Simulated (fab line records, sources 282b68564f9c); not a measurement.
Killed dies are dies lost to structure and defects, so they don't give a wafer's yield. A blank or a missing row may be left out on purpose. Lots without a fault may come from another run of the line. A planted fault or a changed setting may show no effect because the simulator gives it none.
Which tool did it? | flow rit_cmos | 14 lots, 42 wafers sampled, at 2 steps of a route of 202

WHAT THE GAUGES READ, wafer by wafer
RIT_CONTACT_THK_MEAS_01.
lot  | measured    | on            | CONTACT_TEOS_THK (nm)
L540 | day 3 08:05 | film_metro-02 | 399 403 402
L542 | day 3 18:52 | film_metro-04 | 402 400 407
L543 | day 3 22:49 | film_metro-03 | 395 402 404
L544 | day 4 03:01 | film_metro-03 | 399 407 400
L545 | day 4 07:39 | film_metro-02 | 388 393 399
L546 | day 4 13:46 | film_metro-02 | 403 405 404
L547 | day 4 19:37 | film_metro-02 | 397 396 397
L552 | day 5 19:27 | film_metro-02 | 398 395 306
L553 | day 6 01:02 | film_metro-04 | 394 407 401
L555 | day 6 10:38 | film_metro-02 | 294 394 397
L557 | day 6 20:27 | film_metro-02 | 406 409 406
L559 | day 7 07:05 | film_metro-03 | 394 393 398
L560 | day 7 11:12 | film_metro-02 | 405 398 408
L562 | day 7 20:37 | film_metro-02 | 397 390 396

WHICH TOOL RAN EACH LOT (tool, then ch and the chambers of the sampled wafers, then the start)
lot  | RIT_CONTACT_CVD_00
L540 | pecvd-04 ch 0,1,2, day 3 08:02
L542 | pecvd-01 ch 1,2, day 3 18:48
L543 | pecvd-04 ch 0,1, day 3 22:46
L544 | pecvd-03 ch 0,2, day 4 02:58
L545 | pecvd-01 ch 0,2, day 4 07:36
L546 | pecvd-04 ch 0,2, day 4 13:43
L547 | pecvd-03 ch 0,1,2, day 4 19:33
L552 | pecvd-04 ch 0,1,2, day 5 19:23
L553 | pecvd-03 ch 0,1, day 6 00:58
L555 | pecvd-04 ch 1,2, day 6 10:34
L557 | pecvd-01 ch 0,1, day 6 20:23
L559 | pecvd-03 ch 0,1, day 7 07:01
L560 | pecvd-01 ch 0,1,2, day 7 11:08
L562 | pecvd-03 ch 0,1,2, day 7 20:34
- RIT_CONTACT_CVD_00: deposits SiO2 from TEOS, target thk 400 nm, time 61 s.

WHAT THE TOOLS THEMSELVES READ (means of the sampled wafers that have a number; where no wafer has one, the mark that the record gives instead)
RIT_CONTACT_CVD_00.
lot  | tool     | heater_power_w (W)
L540 | pecvd-04 | 318
L542 | pecvd-01 | 303
L543 | pecvd-04 | 285
L544 | pecvd-03 | 354
L545 | pecvd-01 | 293
L546 | pecvd-04 | 306
L547 | pecvd-03 | 357
L552 | pecvd-04 | 311
L553 | pecvd-03 | 376
L555 | pecvd-04 | 301
L557 | pecvd-01 | 297
L559 | pecvd-03 | 315
L560 | pecvd-01 | 274
L562 | pecvd-03 | 374

THE ANSWER, worked out from the rows above alone
Rule: what is usual is taken from the lots themselves. Put in order of their means at a reading, lots are off if they are a third of the lots or fewer, leave a main group of 4 or more, and stand apart from it by a gap of 3 or more times the standard deviation of the main group's means; of several such gaps the widest counts. A main group whose means are all the same, to the digits that the tables above print for the reading, isn't used. A lot without any number at a reading at which 4 lots or more have one is off too. The other lots that the step has rows for count as sound. The gauges are gone through in route order, then the tools' own readings, and for those a lot's mean is taken as printed above. The first step at which some lot is off is used, and at that step the reading that is off furthest; a lot without a number counts as furthest.
Off: L552, L555, at RIT_CONTACT_THK_MEAS_01 (CONTACT_TEOS_THK). The main group: mean 400 nm, standard deviation 4.1.
A tool fits if, at a process step before that reading, it ran every lot that is off, and no sound lot after the first of them. The gauges at RIT_CONTACT_THK_MEAS_01 are tried like those tools. One fits: pecvd-04 at RIT_CONTACT_CVD_00. Its last sound lot is L546 (day 4 13:43), its first lot that is off L552 (day 5 19:23): a fault that began between those two fits.

WHAT THE SIMULATOR HAD PUT IN
Process parameter drift: pecvd-04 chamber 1, from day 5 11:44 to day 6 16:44, at RIT_CONTACT_CVD_00. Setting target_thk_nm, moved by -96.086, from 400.
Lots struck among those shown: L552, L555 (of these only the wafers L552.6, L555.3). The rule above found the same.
